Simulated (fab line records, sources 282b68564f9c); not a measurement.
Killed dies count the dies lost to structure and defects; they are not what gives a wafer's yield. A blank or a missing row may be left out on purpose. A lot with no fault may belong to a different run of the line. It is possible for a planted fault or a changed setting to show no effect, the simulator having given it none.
8D (eight disciplines) problem report, filled in by code | flow rit cmos | the parts of the form that need people (team, actions taken, sign-off) are left out

== 1. WHAT IS WRONG ==
killed at front end at RIT_M1_PROBE_99 reads a mean of 40 on 2 wafers of 1 lot; wafers without a fault read 7 with a standard deviation of 3.2. That puts it +10 standard deviations away from the usual mean.
Seen first at day 6 22:16 on prober-01, wafer L764.4. At this step, 39 wafers from 13 lots have a number in the record. By rule, "out" or "out of limits" means more than 4 standard deviations away from the usual mean. Any other wafer with a number is counted as sound.

== 2. WHAT IT IS, WHAT IT ISN'T ==
question                    | is                               | is not
which readings at this step | killed at front end, killed dies | killed_at_M0_to_M3, killed at contacts, killed open, killed short
which lots                  | L764                             | L749, L750, L751, L752, L753, L754, L765, L766, L767, L768, L770, L771
which wafers of those lots  | L764.4, L764.5                   | L764.1
read on which tools         | prober-01                        | prober-02
when                        | from day 6 22:16                 | up to then (19 sound wafers); but 18 sound wafers of L765, L766, L767, L768, L770, L771 came after

== 3. THE SUSPECTS, EACH WITH WHAT RULES IT OUT ==
Counting: if a tool at a process step up to the reading ran every lot that is out, it stays a suspect. Sound lots after the first of them don't rule it out here, since some wafers of a struck lot are sound.
- plasma asher-01 at RIT_NWELL_STRIP_09 (strips in O2, time 180 s): kept. It processed L764, the lot that is out, at day 5 04:53, and its most recent sound lot before then was L754 at day 2 23:35.
- rtp anneal-01 at RIT_SILICIDE_RTA_04 (time 10 s, ramp up 5 s, ramp down 5 s): kept. It processed L764, the lot that is out, at day 6 15:07, and its most recent sound lot before then was L754 at day 4 10:38.
- prober-01 at RIT_M1_PROBE_99: kept. It processed L764, the lot that is out, at day 6 22:07, and its most recent sound lot before then was L754 at day 4 17:30. Its own readings are out on those wafers: killed at front end, killed dies.
- The sound lot-mates ran in chamber 1 of plasma asher-01 at RIT_NWELL_STRIP_09, but the wafers that are out ran in chamber 0.
After the count, these remain: plasma asher-01 at RIT_NWELL_STRIP_09, rtp anneal-01 at RIT_SILICIDE_RTA_04 and prober-01 at RIT_M1_PROBE_99.

== 4. THE CAUSE (what the simulator had put in) ==
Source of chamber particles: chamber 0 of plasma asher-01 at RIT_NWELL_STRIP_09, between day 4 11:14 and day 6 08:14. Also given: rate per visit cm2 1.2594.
After counting, 3 suspects remain, this tool included.

== 5. THE EFFECT CHAIN, in route order ==
Each row: a reading whose mean over the struck wafers that have a number lies more than 3 standard deviations from the usual. Scope: only readings with a usual standard deviation given in the record; hours: median across lots of the time from each lot's start at the first step in this table that gives one to its start at this step; sigmas: change in usual standard deviations.
hours | step            | reading             | usual | on struck wafers | change | sigmas
0     | RIT_M1_PROBE_99 | killed at front end | 7     | 40               | +34    | +10
0     | RIT_M1_PROBE_99 | killed dies         | 7     | 40               | +34    | +10
Its process steps:
- RIT_M1_PROBE_99

== 6. HOW IT WOULD HAVE BEEN CAUGHT EARLIER ==
The fault began at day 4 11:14; the first out-of-limits reading in this record came at day 6 22:16, 59 hours later.
Tool readings at RIT_NWELL_STRIP_09 with a usual standard deviation given in the record: none out on any struck wafer, hence no alarm at a limit of 4 standard deviations on them.
By day 6 22:16, every lot that is out (1) had started RIT_NWELL_STRIP_09 on plasma asher-01. Holding the tool at that point would not have protected any of them.
